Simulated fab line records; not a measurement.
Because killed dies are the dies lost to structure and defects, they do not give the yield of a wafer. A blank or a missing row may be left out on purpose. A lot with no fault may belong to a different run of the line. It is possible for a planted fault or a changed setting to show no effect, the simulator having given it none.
Tool commonality check / flow rit-cmos / 14 lots and 42 wafers in the sample

## WHAT PROMPTED THE OPENING
2 of 14 lots carry a flag on the reading NSD_TW at RIT_NSD_TW_MEAS_10. Wafers without a fault read 3101, standard deviation 27.
Rule: flag the lot when none of its wafers has a number, or when each of its wafers that has one lies beyond 4 standard deviations from that mean. The other lots count as sound.

lot=L632; measured=day 2 23:42; on=film-metro-04; NSD_TW, wafer by wafer=3097 3095 3084; flag=
lot=L633; measured=day 3 06:37; on=film-metro-02; NSD_TW, wafer by wafer=3093 3085 3091; flag=
lot=L634; measured=day 3 09:32; on=film-metro-02; NSD_TW, wafer by wafer=3090 3063 3093; flag=
lot=L635; measured=day 3 14:42; on=film-metro-04; NSD_TW, wafer by wafer=3101 3083 3108; flag=
lot=L637; measured=day 4 01:01; on=film-metro-02; NSD_TW, wafer by wafer=3064 3077 3079; flag=
lot=L639; measured=day 4 09:57; on=film-metro-04; NSD_TW, wafer by wafer=3114 3111 3118; flag=
lot=L642; measured=day 5 01:28; on=film-metro-04; NSD_TW, wafer by wafer=3112 3113 3119; flag=
lot=L643; measured=day 5 07:26; on=film-metro-02; NSD_TW, wafer by wafer=3059 3066 3077; flag=
lot=L644; measured=day 5 12:37; on=film-metro-02; NSD_TW, wafer by wafer=3071 3046 3075; flag=
lot=L649; measured=day 6 13:25; on=film-metro-02; NSD_TW, wafer by wafer=2796 2788 2805; flag=FLAGGED
lot=L651; measured=day 6 22:44; on=film-metro-03; NSD_TW, wafer by wafer=2863 2855 2855; flag=FLAGGED
lot=L653; measured=day 7 08:08; on=film-metro-03; NSD_TW, wafer by wafer=3122 3122 3125; flag=
lot=L654; measured=day 7 13:53; on=film-metro-02; NSD_TW, wafer by wafer=3081 3081 3099; flag=
lot=L655; measured=day 7 17:40; on=film-metro-03; NSD_TW, wafer by wafer=3132 3126 3118; flag=
The numbers of the flagged lots are 2827 on average: -274 against the usual, or -10 standard deviations.

## TOOL THAT RAN EACH LOT
The record holds 2 process steps before the reading, out of a route of 202 steps. Each cell gives the tool, then ch followed by the chambers the sampled wafers passed through, then the start.
lot=L632; flag=; RIT_NSD_IMPLANT_08=implanter-01 ch 0, day 2 23:23; RIT_NSD_STRIP_09=plasma-asher-04 ch 0,1, day 2 23:31
lot=L633; flag=; RIT_NSD_IMPLANT_08=implanter-01 ch 0, day 3 06:19; RIT_NSD_STRIP_09=plasma-asher-03 ch 0,1, day 3 06:26
lot=L634; flag=; RIT_NSD_IMPLANT_08=implanter-04 ch 0, day 3 09:13; RIT_NSD_STRIP_09=plasma-asher-03 ch 0,1, day 3 09:22
lot=L635; flag=; RIT_NSD_IMPLANT_08=implanter-02 ch 0, day 3 14:22; RIT_NSD_STRIP_09=plasma-asher-04 ch 0,1, day 3 14:31
lot=L637; flag=; RIT_NSD_IMPLANT_08=implanter-04 ch 0, day 4 00:42; RIT_NSD_STRIP_09=plasma-asher-04 ch 0,1, day 4 00:51
lot=L639; flag=; RIT_NSD_IMPLANT_08=implanter-01 ch 0, day 4 09:38; RIT_NSD_STRIP_09=plasma-asher-03 ch 1, day 4 09:47
lot=L642; flag=; RIT_NSD_IMPLANT_08=implanter-02 ch 0, day 5 01:08; RIT_NSD_STRIP_09=plasma-asher-04 ch 0,1, day 5 01:17
lot=L643; flag=; RIT_NSD_IMPLANT_08=implanter-02 ch 0, day 5 07:06; RIT_NSD_STRIP_09=plasma-asher-03 ch 0,1, day 5 07:15
lot=L644; flag=; RIT_NSD_IMPLANT_08=implanter-01 ch 0, day 5 12:20; RIT_NSD_STRIP_09=plasma-asher-02 ch 0,1, day 5 12:29
lot=L649; flag=FLAGGED; RIT_NSD_IMPLANT_08=implanter-01 ch 0, day 6 13:07; RIT_NSD_STRIP_09=plasma-asher-02 ch 1, day 6 13:14
lot=L651; flag=FLAGGED; RIT_NSD_IMPLANT_08=implanter-01 ch 0, day 6 22:25; RIT_NSD_STRIP_09=plasma-asher-03 ch 0,1, day 6 22:34
lot=L653; flag=; RIT_NSD_IMPLANT_08=implanter-02 ch 0, day 7 07:49; RIT_NSD_STRIP_09=plasma-asher-04 ch 0,1, day 7 07:58
lot=L654; flag=; RIT_NSD_IMPLANT_08=implanter-02 ch 0, day 7 13:34; RIT_NSD_STRIP_09=plasma-asher-03 ch 0, day 7 13:42
lot=L655; flag=; RIT_NSD_IMPLANT_08=implanter-04 ch 0, day 7 17:20; RIT_NSD_STRIP_09=plasma-asher-02 ch 0,1, day 7 17:29
What the steps here do:
- RIT_NSD_IMPLANT_08
- RIT_NSD_STRIP_09: strips in O2, time 180 s.
- RIT_NSD_TW_MEAS_10

## FLAGGED AGAINST TOTAL, ONE TOOL AT A TIME (gauges that did the reading follow at the end)
step=RIT_NSD_IMPLANT_08; tool=implanter-01; lots run=6; flagged=2; share of the flagged lots=all; sound lots run after its first flagged lot=0
step=RIT_NSD_IMPLANT_08; tool=implanter-02; lots run=5; flagged=0; share of the flagged lots=none; sound lots run after its first flagged lot=-
step=RIT_NSD_IMPLANT_08; tool=implanter-04; lots run=3; flagged=0; share of the flagged lots=none; sound lots run after its first flagged lot=-
step=RIT_NSD_STRIP_09; tool=plasma-asher-02; lots run=3; flagged=1; share of the flagged lots=some; sound lots run after its first flagged lot=1 (L655)
step=RIT_NSD_STRIP_09; tool=plasma-asher-03; lots run=6; flagged=1; share of the flagged lots=some; sound lots run after its first flagged lot=1 (L654)
step=RIT_NSD_STRIP_09; tool=plasma-asher-04; lots run=5; flagged=0; share of the flagged lots=none; sound lots run after its first flagged lot=-
step=RIT_NSD_TW_MEAS_10; tool=film-metro-02; lots run=7; flagged=1; share of the flagged lots=some; sound lots run after its first flagged lot=1 (L654)
step=RIT_NSD_TW_MEAS_10; tool=film-metro-03; lots run=3; flagged=1; share of the flagged lots=some; sound lots run after its first flagged lot=2 (L653,L655)
step=RIT_NSD_TW_MEAS_10; tool=film-metro-04; lots run=4; flagged=0; share of the flagged lots=none; sound lots run after its first flagged lot=-

## THE TABLE: WHAT IT ALLOWS
All flagged lots share 1 row of the table, namely implanter-01 at RIT_NSD_IMPLANT_08.
- implanter-01 at RIT_NSD_IMPLANT_08: 2 of its 6 lots flagged. Last sound lot L644 at day 5 12:20, first flagged lot L649 at day 6 13:07; a fault beginning in between fits. Its own readings lie more than 4 standard deviations out on every wafer of the flagged lots: beam-energy-keV.
One tool is left: implanter-01 at RIT_NSD_IMPLANT_08.

## WHAT THE SIMULATOR HAD PUT IN
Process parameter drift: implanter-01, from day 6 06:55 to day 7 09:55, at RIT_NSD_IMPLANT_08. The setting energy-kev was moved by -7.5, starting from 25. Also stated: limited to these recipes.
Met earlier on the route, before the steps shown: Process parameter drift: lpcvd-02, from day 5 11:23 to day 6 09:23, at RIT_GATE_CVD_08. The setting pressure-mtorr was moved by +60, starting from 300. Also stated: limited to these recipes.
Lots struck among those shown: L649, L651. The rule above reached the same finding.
